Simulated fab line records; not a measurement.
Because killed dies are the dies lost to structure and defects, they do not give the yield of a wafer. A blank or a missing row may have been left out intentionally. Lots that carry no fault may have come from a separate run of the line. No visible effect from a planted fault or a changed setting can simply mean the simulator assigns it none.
Comparing a struck lot with a sound one -- flow rit-cmos -- 10 out of 202 route steps
Sound: these wafers, L760.1, L760.3, L760.5. Struck: wafers L770.1, L770.3, L770.6. Last of all comes the cause.
Each step with rows lists, per side, the tool, then ch with its chambers, then its first start. Under that, the readings that differ: sound wafers -- struck wafers -- difference of the means -- sigmas: that difference in standard deviations of wafers without a fault.
alike: a reading whose means differ by less than 2 such deviations, as well as words and numbers matching on both sides. not compared: withheld readings; readings where some wafer has no value; bounds like >300 that might hide an equal value; numbers whose values overlap and for which the record gives no deviation.
The two part at a step that has a row with sigmas, a row that says differs or no value, or rows on one side only. When numbers do not overlap yet have no deviation, they are printed without sigmas and do not part them. Lack of a reading on every wafer of one side parts them only where that side has two or more wafers.

RIT_ACTIVE_BOW_MEAS_00:
  sound on film-metro-04, day 1 15:00; struck on film-metro-02, day 3 17:00
  alike: INCOMING_BOW
then, 1 step without rows for these wafers: RIT_ACTIVE_OXIDATION_01 (target thk 46.8 nm, ox time 3360 s).
RIT_ACTIVE_THK_MEAS_02:
  sound on film-metro-04, day 1 17:20; struck on film-metro-03, day 3 20:36
reading,sound,struck,difference,sigmas
ACTIVE_OXIDE_THK (nm),45.8 45.8 46.7,42.7 42.1 42.8,-3.6,-4
then, 1 step without rows for these wafers: RIT_ACTIVE_CVD_03 (deposits Si3N4 from SiH2Cl2/NH3, target thk 150 nm, time 1500 s).
RIT_ACTIVE_THK_MEAS_04:
  sound on film-metro-03, day 1 19:38; struck on film-metro-04, day 3 22:05
  alike: ACTIVE_NITRIDE_THK
then, 3 steps without rows for these wafers: RIT_ACTIVE_HMDS_05 (prime time 60 s); RIT_ACTIVE_COAT_06 (resist thk 1000 nm); RIT_ACTIVE_SOFTBAKE_07 (time 60 s).
RIT_ACTIVE_EXPOSE_08: exposes mask M1, target cd 1400 nm.
  sound on iline-stepper-01 ch 0, day 1 20:16; struck on iline-stepper-01, day 3 22:43
  no value came back on the struck wafers for exposure-dose-mJ-cm2, focus-offset-nm (nm); on the sound wafers exposure-dose-mJ-cm2 reads 224.92 224.87 224.68
  alike: mask
then, 1 step without rows for these wafers: RIT_ACTIVE_PEB_09.

== WHERE THEY PART ==
At RIT_ACTIVE_THK_MEAS_02 first; at RIT_ACTIVE_EXPOSE_08 last (within this record only).

WHY: whatever the simulator had introduced
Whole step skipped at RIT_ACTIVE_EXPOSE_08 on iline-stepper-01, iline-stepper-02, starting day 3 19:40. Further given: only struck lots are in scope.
